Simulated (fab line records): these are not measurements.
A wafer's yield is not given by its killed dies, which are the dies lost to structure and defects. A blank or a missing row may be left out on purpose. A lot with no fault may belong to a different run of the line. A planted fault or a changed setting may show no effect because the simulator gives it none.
Check for tools in common | flow rit_cmos | Sample size 14 lots and 42 wafers

## REASON IT WAS OPENED
RIT_NSD_TW_MEAS_10, reading NSD_TW: flagged on 2 of 14 lots. Fault-free wafers read 3104, with a standard deviation of 17.
Rule: a lot gets a flag if all its wafers with a number sit over 4 standard deviations from that mean, or if no wafer of it has a number. As for the other lots, they are considered sound.

lot  | measured    | on            | NSD_TW, wafer by wafer | flag
L817 | day 3 10:49 | film_metro-01 | 3093 3076 3096         |
L818 | day 3 15:59 | film_metro-03 | 3087 3088 3096         |
L822 | day 4 11:38 | film_metro-01 | 3124 3102 3109         |
L823 | day 4 16:10 | film_metro-01 | 3120 3107 3110         |
L824 | day 4 22:23 | film_metro-02 | 3124 3115 3103         |
L825 | day 5 01:44 | film_metro-02 | 3117 3121 3128         |
L826 | day 5 08:19 | film_metro-01 | 3097 3087 3094         |
L828 | day 5 19:08 | film_metro-01 | 3268 3261 3247         | FLAGGED
L829 | day 5 22:28 | film_metro-01 | 3259 3285 3274         | FLAGGED
L831 | day 6 12:37 | film_metro-01 | 3108 3084 3101         |
L834 | day 7 04:51 | film_metro-03 | 3109 3102 3110         |
L836 | day 7 17:28 | film_metro-01 | 3103 3105 3125         |
L837 | day 8 01:01 | film_metro-02 | 3123 3163 3136         |
L838 | day 8 06:55 | film_metro-03 | 3087 3089 3080         |
Average over the flagged lots: 3266; offset from the usual +162, equal to +10 standard deviations.

## EACH LOT AND THE TOOL IT RAN ON
The record holds 1 process step before the reading, out of a route of 202 steps. In each cell: the tool, then ch and the chambers that the sampled wafers went through, then the start.
lot  | flag    | RIT_PLDD_COAT_01
L817 |         | litho_track-02 ch 0, day 3 04:43
L818 |         | litho_track-04 ch 0, day 3 10:29
L822 |         | litho_track-02 ch 0, day 4 06:21
L823 |         | litho_track-03 ch 0, day 4 10:55
L824 |         | litho_track-03 ch 0, day 4 16:10
L825 |         | litho_track-03 ch 0, day 4 19:35
L826 |         | litho_track-03 ch 0, day 5 01:47
L828 | FLAGGED | litho_track-03, day 5 12:02
L829 | FLAGGED | litho_track-02, day 5 15:54
L831 |         | litho_track-04 ch 0, day 6 04:46
L834 |         | litho_track-02 ch 0, day 6 21:22
L836 |         | litho_track-04 ch 0, day 7 06:41
L837 |         | litho_track-02 ch 0, day 7 12:23
L838 |         | litho_track-02 ch 0, day 8 01:32
These steps, and what they do:
- RIT_PLDD_COAT_01: resist thk 1000 nm.
- RIT_NSD_TW_MEAS_10

## FLAGGED OVER TOTAL, TOOL BY TOOL (the gauges that took the reading come last)
step               | tool           | lots run | flagged | share of the flagged lots | sound lots run after its first flagged lot
RIT_PLDD_COAT_01   | litho_track-02 | 6        | 1       | some                      | 3 (L834,L837,L838)
RIT_PLDD_COAT_01   | litho_track-03 | 5        | 1       | some                      | 0
RIT_PLDD_COAT_01   | litho_track-04 | 3        | 0       | none                      | -
RIT_NSD_TW_MEAS_10 | film_metro-01  | 8        | 2       | all                       | 2 (L831,L836)
RIT_NSD_TW_MEAS_10 | film_metro-02  | 3        | 0       | none                      | -
RIT_NSD_TW_MEAS_10 | film_metro-03  | 3        | 0       | none                      | -

## WHAT IS ALLOWED BY THE TABLE
1 row of the table ran every flagged lot: film_metro-01 at RIT_NSD_TW_MEAS_10.
- film_metro-01 at RIT_NSD_TW_MEAS_10 ran 8 lots, 2 of them flagged. Lots that were sound ran on it after the first flagged one (L831, L836); a persistent fault on the entire tool would not allow that.
Not one row of the table ran every flagged lot while running no sound lot after the first.

## WHAT THE SIMULATOR HAD PUT IN
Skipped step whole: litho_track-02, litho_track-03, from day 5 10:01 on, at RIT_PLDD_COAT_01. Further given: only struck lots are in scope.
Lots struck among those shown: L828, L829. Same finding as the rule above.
